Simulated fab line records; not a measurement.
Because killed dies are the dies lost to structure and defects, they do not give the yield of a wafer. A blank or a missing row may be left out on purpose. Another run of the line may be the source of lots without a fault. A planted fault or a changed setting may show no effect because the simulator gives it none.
Which tool was responsible? + flow ritCmos + 15 lots with 45 wafers sampled at 4 steps, on a route of 202 steps

== WHAT EACH GAUGE READ, for each wafer ==
RIT_SDANNEAL_RS_MEAS_05: measures by four-point-probe.
| lot  | measured    | on           | NSD_RS (ohm/sq)   |
|------|-------------|--------------|-------------------|
| L746 | day 3 07:26 | filmMetro-02 | 84.07 84.31 83.89 |
| L747 | day 3 16:48 | filmMetro-02 | 84.91 85.00 84.82 |
| L749 | day 3 22:14 | filmMetro-03 | 84.76 84.73 84.94 |
| L750 | day 4 06:07 | filmMetro-03 | 84.82 84.51 84.95 |
| L751 | day 4 09:17 | filmMetro-03 | 84.42 84.57 84.45 |
| L752 | day 4 13:24 | filmMetro-03 | 84.98 84.58 84.55 |
| L753 | day 4 19:50 | filmMetro-02 | 84.63 84.60 84.56 |
| L754 | day 4 22:51 | filmMetro-02 | 84.38 84.21 84.45 |
| L756 | day 5 12:28 | filmMetro-01 | 84.69 84.77 84.57 |
| L757 | day 5 16:37 | filmMetro-02 | 84.44 84.61 84.71 |
| L758 | day 5 19:55 | filmMetro-01 | 84.70 84.50 84.68 |
| L759 | day 6 01:57 | filmMetro-03 | 84.61 84.40 84.35 |
| L766 | day 7 10:56 | filmMetro-03 | 84.89 84.89 84.42 |
| L767 | day 7 16:37 | filmMetro-02 | 84.38 84.32 84.19 |
| L768 | day 7 21:53 | filmMetro-02 | 84.85 84.41 84.57 |

RIT_CONTACT_CD_MEAS_90: the cd target is 1000 nm.
| lot  | measured    | on       | cdNm (nm)            |
|------|-------------|----------|----------------------|
| L746 | day 3 10:23 | cdSem-02 | 1001.6 1001.6 1000.1 |
| L747 | day 3 19:34 | cdSem-02 | 1000.9 999.9 1002.1  |
| L749 | day 4 00:56 | cdSem-02 | 1002.4 1002.8 1004.0 |
| L750 | day 4 08:56 | cdSem-02 | 1001.1 1001.6 998.5  |
| L751 | day 4 12:01 | cdSem-01 | 999.6 999.1 999.3    |
| L752 | day 4 16:13 | cdSem-01 | 998.4 998.0 1000.9   |
| L753 | day 4 22:41 | cdSem-02 | 1001.2 1000.0 1001.2 |
| L754 | day 5 01:53 | cdSem-02 | 997.7 997.2 995.1    |
| L759 | day 6 04:42 | cdSem-02 | 1002.6 1003.0 1000.8 |
| L766 | day 7 13:34 | cdSem-01 | 1000.0 1000.0 998.4  |
| L767 | day 7 19:21 | cdSem-01 | 1000.2 1002.4 1000.5 |
| L768 | day 8 00:31 | cdSem-01 | 1003.6 1003.0 1005.1 |

== WHICH TOOL RAN EACH LOT (tool, then ch and the chambers of the sampled wafers, then the start) ==
| lot  | RIT_GATE_ETCH_19               | RIT_SILICIDE_RTA_06            |
|------|--------------------------------|--------------------------------|
| L746 | rieSi-01 ch 0,2,3, day 2 17:30 | rtpAnneal-02 ch 0, day 3 08:15 |
| L747 | rieSi-02 ch 1,2, day 3 04:03   | rtpAnneal-01 ch 0, day 3 17:36 |
| L749 | rieSi-02 ch 0,2,3, day 3 09:52 | rtpAnneal-01 ch 0, day 3 23:03 |
| L750 | rieSi-01 ch 1,2, day 3 17:35   | rtpAnneal-02 ch 0, day 4 06:59 |
| L751 | rieSi-02 ch 1,2,3, day 3 19:17 | rtpAnneal-01 ch 0, day 4 10:08 |
| L752 | rieSi-01 ch 0,3, day 4 01:01   | rtpAnneal-02 ch 0, day 4 14:19 |
| L753 | rieSi-02 ch 0,1,2, day 4 07:23 | rtpAnneal-01 ch 0, day 4 20:38 |
| L754 | rieSi-01 ch 0,1, day 4 10:14   | rtpAnneal-02 ch 0, day 4 23:39 |
| L756 | rieSi-01 ch 1,2, day 4 22:05   | rtpAnneal-02, day 5 13:16      |
| L757 | rieSi-02 ch 0,1,3, day 5 01:56 | rtpAnneal-01, day 5 17:25      |
| L758 | rieSi-01 ch 0,1,3, day 5 07:09 | rtpAnneal-02, day 5 20:43      |
| L759 | rieSi-02 ch 0,2,3, day 5 12:08 | rtpAnneal-01 ch 0, day 6 02:44 |
| L766 | rieSi-01 ch 0,1,3, day 6 22:20 | rtpAnneal-02 ch 0, day 7 11:45 |
| L767 | rieSi-02 ch 0,2, day 7 02:35   | rtpAnneal-01 ch 0, day 7 17:29 |
| L768 | rieSi-01 ch 1,3, day 7 07:35   | rtpAnneal-02 ch 0, day 7 22:41 |
- RIT_GATE_ETCH_19: etches poly-Si in SF6/CHF3/O2, stops on SiO2, time 165 s, target depth 312.5 nm.
- RIT_SILICIDE_RTA_06: time 10 s, ramp up 5 s, ramp down 10 s.

== WHAT THE TOOLS THEMSELVES READ (means of the sampled wafers that have a number; where no wafer has one, the mark that the record gives instead) ==
RIT_GATE_ETCH_19.
| lot  | tool     | drypumpMotorCurrentA (A) | heBacksideLeakSccm (sccm) | oesProductAu (a.u.) | throttleValvePct (%) |
|------|----------|--------------------------|---------------------------|---------------------|----------------------|
| L746 | rieSi-01 | 5.3                      | 2.87                      | 0.853               | 10.25                |
| L747 | rieSi-02 | 5.1                      | 2.61                      | 0.848               | 10.32                |
| L749 | rieSi-02 | 5.8                      | 2.67                      | 0.851               | 10.35                |
| L750 | rieSi-01 | 5.1                      | 2.76                      | 0.869               | 10.39                |
| L751 | rieSi-02 | 5.4                      | 2.62                      | 0.848               | 10.32                |
| L752 | rieSi-01 | 5.4                      | 2.77                      | 0.858               | 10.19                |
| L753 | rieSi-02 | 5.4                      | 2.61                      | 0.842               | 10.33                |
| L754 | rieSi-01 | 5.4                      | 2.69                      | 0.853               | 10.19                |
| L756 | rieSi-01 | 5.1                      | 2.84                      | 0.861               | 10.39                |
| L757 | rieSi-02 | 5.5                      | 2.53                      | 0.846               | 10.39                |
| L758 | rieSi-01 | 5.3                      | 2.83                      | 0.852               | 10.31                |
| L759 | rieSi-02 | 5.8                      | 2.66                      | 0.847               | 10.35                |
| L766 | rieSi-01 | 5.2                      | 2.82                      | 0.849               | 10.31                |
| L767 | rieSi-02 | 5.7                      | 2.69                      | 0.844               | 10.29                |
| L768 | rieSi-01 | 5.1                      | 2.86                      | 0.831               | 10.43                |

RIT_SILICIDE_RTA_06.
| lot  | tool         | annealTempCMax | chamberO2Ppm | wafer_temp_C_max |
|------|--------------|----------------|--------------|------------------|
| L746 | rtpAnneal-02 | 754.1          | 2.010        | 753.3            |
| L747 | rtpAnneal-01 | 753.1          | 1.997        | 752.9            |
| L749 | rtpAnneal-01 | 752.4          | 2.002        | 752.3            |
| L750 | rtpAnneal-02 | 754.2          | 1.987        | 753.2            |
| L751 | rtpAnneal-01 | 753.3          | 1.986        | 752.0            |
| L752 | rtpAnneal-02 | 753.7          | 1.977        | 753.4            |
| L753 | rtpAnneal-01 | 752.0          | 2.025        | 752.6            |
| L754 | rtpAnneal-02 | 753.7          | 2.004        | 754.0            |
| L756 | rtpAnneal-02 | -              | -            | -                |
| L757 | rtpAnneal-01 | -              | -            | -                |
| L758 | rtpAnneal-02 | -              | -            | -                |
| L759 | rtpAnneal-01 | 752.1          | 2.006        | 752.6            |
| L766 | rtpAnneal-02 | 754.2          | 2.005        | 753.4            |
| L767 | rtpAnneal-01 | 752.6          | 2.000        | 753.5            |
| L768 | rtpAnneal-02 | 752.7          | 1.989        | 753.3            |

== THE ANSWER, worked out from the rows above alone ==
Rule: the usual values come from the lots themselves. The widest of any qualifying gaps counts: lots, ordered by their means at a reading, are off when they make up no more than a third of the lots, leave a main group of 4 or more, and stand apart from it by 3 or more times the standard deviation of that group's means. A main group is skipped when, at the precision printed for the reading in the tables above, its means are all equal. Also off: a lot with no number at a reading for which 4 or more lots have one. The other lots that the step has rows for count as sound. First the gauges in route order, then the tools' own readings, where a lot's mean is used as printed above. At the first step where some lot is off, the reading lying furthest off is the one used; lots without a number count as furthest.
Off: L756, L757, L758 (RIT_SILICIDE_RTA_06, annealTempCMax). Without a number there: L756, L757, L758. The main group has a mean of 753.2 with a standard deviation of 0.78.
If a tool, at that step or one of the process steps before it, ran each lot that is off and ran no sound lot following the first of them, it fits. Of those tried, none fits.

== WHAT THE SIMULATOR PUT IN ==
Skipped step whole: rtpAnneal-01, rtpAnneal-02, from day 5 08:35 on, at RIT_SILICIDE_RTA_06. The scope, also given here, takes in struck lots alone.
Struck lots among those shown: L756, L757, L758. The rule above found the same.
